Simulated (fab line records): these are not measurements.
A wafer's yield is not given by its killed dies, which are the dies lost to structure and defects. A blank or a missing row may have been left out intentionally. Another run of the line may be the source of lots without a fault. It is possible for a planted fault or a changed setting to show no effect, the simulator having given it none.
fab line records | flow berkeley-cmos170 | part 2 of 2: steps 25 to 34 of 34
[record] lots = 5 wafers = 15 last-day = 13
route steps=331 shown V1@268 M2@271 V2@292
lots that met no fault: from a run of the same line without faults
start-h: start of the lot's first displayed wafer, in hours after the record's first day | wait-h: time in hours since the lot's previous step | " unchanged from the row above | L1.1+2: several wafers, shown together as one row | - no value present, or no start provided | * or withheld: withheld | < > ~ a bound
route shown NAME@n: names a module that has steps shown in the file, with the first one's number in the route | usual: average and standard deviation across the fault-free wafers | same: alike in all rows | chamber/n: place in a boat | sites: each site's reading | _std_site: the values' standard deviation | _edge_site: outer sites' mean less inner sites' | radius-mm: how far each site lies from the wafer's centre | mask NAME#n: copy n | behind: the most recent tool/chamber to have shaped the wafer | hold: reason for holding the lot/hours on hold/outcome of the hold | device: which transistor (n, p or np) failed to switch | end of line: tests run on the same wafers once the route is complete | a step with no rows: only its recipe | killed: dies that structure and defects cost at the first sort, which is not the same as the wafer's yield | map: shows each die of a wafer: x if killed, . if not, _ if none is there
set.NAME: the setting that was run; set.NAME@STEP: the one run at that earlier step | model.NAME: the simulator's own value behind a step, which no gauge read
certain route steps with their lots: each step a table, each wafer a row
services: when a tool's chamber went out of use (start-h, in hours from the record's first day, below 0 if earlier), for how many hours, and the reason
[[steps]]
[step UCB170_V2_CVD_00]
[recipe] material = SiO2 target-thk-nm = 2000 temp-c = 390 precursor = TEOS/O2 time-s = 250 rf-w = 550 pressure-mtorr = 9000
[usual] heater-power-w = 252/65
// columns lot.wafer tool chamber start-h wait-h heater-power-w
L078.1 pecvd-03 0 193.79 0.1 302
L078.2 " 2 " " 280
L078.4 " 2 " " 218
L084.2 pecvd-03 0 233.59 0.1 313
L084.3 " 1 " " 232
L084.6 " 1 " " 282
L088.1 pecvd-03 1 248.96 0.1 282
L088.4 " 0 " " 325
L088.6 " 2 " " 218
L090.1 pecvd-03 1 264.05 0.1 273
L090.2 " 0 " " 329
L090.5 " 2 " " 213
L097.1 pecvd-04 0 297.79 0.1 241
L097.2 " 1 " " 210
L097.4 " 2 " " 257
[step UCB170_V2_THK_MEAS_01]
[recipe] reads = SiO2_of_V2_CVD_00
[usual] V2_TEOS_THK = 2006/25
// columns lot.wafer tool chamber start-h wait-h V2_TEOS_THK[nm]
L078.1 film-metro-02 - 193.94 0.1 1970
L078.2 " - " " 1977
L078.4 " - " " 2010
L084.2 film-metro-03 - 233.75 0.1 1969
L084.3 " - " " 1956
L084.6 " - " " 1971
L088.1 film-metro-01 - 249.11 0.1 1990
L088.4 " - " " 2017
L088.6 " - " " 2015
L090.1 film-metro-01 - 264.20 0.1 1956
L090.2 " - " " 1963
L090.5 " - " " 2009
L097.1 film-metro-01 - 297.95 0.1 2017
L097.2 " - " " 2020
L097.4 " - " " 1991
[step UCB170_V2_CMP_02]
[recipe] material = SiO2 down-force-psi = 6 platen-rpm = 60 pad-velocity-m-s = 0.75398
[usual] motor-current-A = 16.7/2.1 slurry-flow-ml-min = 150.0/0.48
// columns lot.wafer tool chamber start-h wait-h motor-current-A slurry-flow-ml-min
L078.2 cmp-02 2 194.00 0.0 16.2 150.3
L078.1 " 3 " " 19.6 150.3
L078.4 " 1 " " 17.3 151.0
L084.2 cmp-02 1 233.80 0.0 17.3 150.0
L084.3 " 2 " " 16.0 150.6
L084.6 " 1 " " 17.0 149.4
L088.4 cmp-01 0 249.22 0.1 14.9 150.9
L088.1 " 2 " " 12.9 150.5
L088.6 " 3 " " 18.7 149.9
L090.2 cmp-01 2 264.26 0.0 13.2 150.5
L090.1 " 3 " " 18.1 149.5
L090.5 " 3 " " 19.5 150.1
L097.2 cmp-02 0 298.01 0.0 15.8 149.8
L097.1 " 1 " " 17.0 150.6
L097.4 " 3 " " 20.9 149.9
[step UCB170_V2_BOW_MEAS_03]
[recipe] mode = bow
[usual] V2_BOW = 35/6.6
// columns lot.wafer tool chamber start-h wait-h V2_BOW[um]
L078.1 film-metro-01 - 194.30 0.2 42
L078.2 " - " " 21
L078.4 " - " " 29
L084.2 film-metro-01 - 234.12 0.3 32
L084.3 " - " " 38
L084.6 " - " " 33
L088.1 film-metro-02 - 249.47 0.1 36
L088.4 " - " " 35
L088.6 " - " " 40
L090.1 film-metro-01 - 264.56 0.2 36
L090.2 " - " " 24
L090.5 " - " " 37
L097.1 film-metro-03 - 298.31 0.2 38
L097.2 " - " " 38
L097.4 " - " " 34
[step UCB170_V2_THK_MEAS_04]
[recipe] reads = SiO2_of_V2_CVD_00
[usual] V2_POLISHED_THK = 1000.7/1.3
// columns lot.wafer tool chamber start-h wait-h V2_POLISHED_THK[nm]
L078.1 film-metro-01 - 194.42 0.1 997.4
L078.2 " - " " 1001.3
L078.4 " - " " 999.5
L084.2 film-metro-01 - 234.23 0.1 1000.0
L084.3 " - " " 1002.1
L084.6 " - " " 1001.8
L088.1 film-metro-02 - 249.59 0.1 1000.9
L088.4 " - " " 998.5
L088.6 " - " " 1000.5
L090.1 film-metro-01 - 264.68 0.1 999.9
L090.2 " - " " 1001.2
L090.5 " - " " 999.4
L097.1 film-metro-03 - 298.43 0.1 1000.1
L097.2 " - " " 1000.1
L097.4 " - " " 1002.6
[step UCB170_V2_CLEAN_05]
[recipe] chemistry = DIW
// columns lot.wafer tool chamber start-h wait-h
L078.1+2+4 wet-bench-03 0 194.51 0.1
L084.2+3+6 wet-bench-03 3 234.28 0.0
L088.1+4+6 wet-bench-01 2 249.70 0.1
L090.1+2+5 wet-bench-01 2 264.74 0.1
L097.1+2+4 wet-bench-03 3 298.50 0.1
[step UCB170_V2_HMDS_06]
[recipe] prime-time-s = 60 prime-temp-c = 100
[usual] resist-line-temp-C = 23.04/0.1
// columns lot.wafer tool chamber start-h wait-h resist-line-temp-C
L078.1 litho-track-04 0 195.32 0.6 23.13
L078.2 " 0 " " 23.09
L078.4 " 0 " " 23.04
L084.2 litho-track-04 0 234.76 0.3 23.09
L084.3 " 0 " " 23.20
L084.6 " 0 " " 23.06
L088.1 litho-track-03 0 250.04 0.2 23.07
L088.4 " 0 " " 22.98
L088.6 " 0 " " 22.92
L090.1 litho-track-02 0 265.05 0.1 22.95
L090.2 " 0 " " 22.92
L090.5 " 0 " " 22.96
L097.1 litho-track-03 0 299.72 1.0 22.99
L097.2 " 0 " " 22.95
L097.4 " 0 " " 22.96
[step UCB170_V2_COAT_07]
[recipe] resist = KrF spin-rpm = 1500 resist-thk-nm = 900
[usual] resist-line-temp-C = 23.00/0.11
// columns lot.wafer tool chamber start-h wait-h resist-line-temp-C
L078.1 litho-track-04 0 195.47 0.1 22.99
L078.2 " 0 " " 23.09
L078.4 " 0 " " 22.98
L084.2 litho-track-04 0 234.91 0.1 22.82
L084.3 " 0 " " 22.91
L084.6 " 0 " " 22.93
L088.1 litho-track-03 0 250.19 0.1 22.96
L088.4 " 0 " " 23.08
L088.6 " 0 " " 22.93
L090.1 litho-track-02 0 265.20 0.1 23.18
L090.2 " 0 " " 23.06
L090.5 " 0 " " 23.03
L097.1 litho-track-03 0 299.87 0.1 23.11
L097.2 " 0 " " 23.04
L097.4 " 0 " " 23.02
[step UCB170_V2_SOFTBAKE_08]
[recipe] resist = KrF temp-c = 130 time-s = 60
[usual] resist-line-temp-C = 23.01/0.1
// columns lot.wafer tool chamber start-h wait-h resist-line-temp-C
L078.1 litho-track-04 0 195.62 0.1 22.82
L078.2 " 0 " " 22.90
L078.4 " 0 " " 22.83
L084.2 litho-track-04 0 235.06 0.1 22.95
L084.3 " 0 " " 22.84
L084.6 " 0 " " 22.88
L088.1 litho-track-03 0 250.34 0.1 22.96
L088.4 " 0 " " 23.00
L088.6 " 0 " " 23.06
L090.1 litho-track-02 0 265.35 0.1 22.89
L090.2 " 0 " " 23.04
L090.5 " 0 " " 23.08
L097.1 litho-track-03 0 300.02 0.1 23.07
L097.2 " 0 " " 23.06
L097.4 " 0 " " 23.00
[step UCB170_V2_EXPOSE_09]
[recipe] mask-id = VIA2 target-cd-nm = 700 na = 0.5 sigma-outer = 0.6 source-shape = conventional dose-mj = 37
[usual] reticle-temp-C = 23.00/0.1
// columns lot.wafer tool chamber start-h wait-h mask reticle-temp-C
L078.1 krf-scanner-02 0 195.77 0.1 VIA2#0 23.14
L078.2 " 0 " " VIA2#0 23.24
L078.4 " 0 " " VIA2#0 23.09
L084.2 krf-scanner-02 0 235.20 0.1 VIA2#0 22.94
L084.3 " 0 " " VIA2#0 23.05
L084.6 " 0 " " VIA2#0 22.89
L088.1 krf-scanner-01 0 250.68 0.3 VIA2#0 23.03
L088.4 " 0 " " VIA2#0 22.97
L088.6 " 0 " " VIA2#0 22.94
L090.1 krf-scanner-01 0 265.50 0.1 VIA2#0 22.88
L090.2 " 0 " " VIA2#0 22.91
L090.5 " 0 " " VIA2#0 22.99
L097.1 krf-scanner-02 0 300.17 0.1 VIA2#0 23.11
L097.2 " 0 " " VIA2#0 23.02
L097.4 " 0 " " VIA2#0 22.98
[[services]]
// columns tool chamber start-h hours kind
krf-scanner-01 - 171.27 1.3 pm
cmp-01 - 172.57 0.4 repair
rie-diel-03 1 190.93 11.5 repair
plasma-asher-03 - 199.55 2.8 pm
krf-scanner-02 - 211.18 1.0 pm
wet-bench-01 - 211.59 1.7 repair
rie-diel-04 - 221.59 14.6 pm
krf-scanner-01 - 222.00 1.0 pm
pvd-sputter-03 - 225.23 9.6 repair
cmp-01 - 228.20 0.4 repair
pvd-sputter-01 - 228.35 6.2 repair
pecvd-03 - 229.03 1.6 repair
cmp-01 - 232.00 4.0 pm
cmp-02 - 238.83 1.1 repair
rie-diel-01 1 262.82 21.0 repair
cmp-01 - 267.06 1.0 repair
cmp-01 - 275.91 4.0 repair
wet-bench-03 - 278.79 2.5 repair
cmp-02 - 281.85 7.3 pm
krf-scanner-02 - 286.60 0.8 pm
pvd-sputter-01 - 290.24 1.7 repair
plasma-asher-03 - 291.17 0.3 repair
krf-scanner-02 - 292.02 2.1 repair
cmp-01 - 292.67 3.5 pm
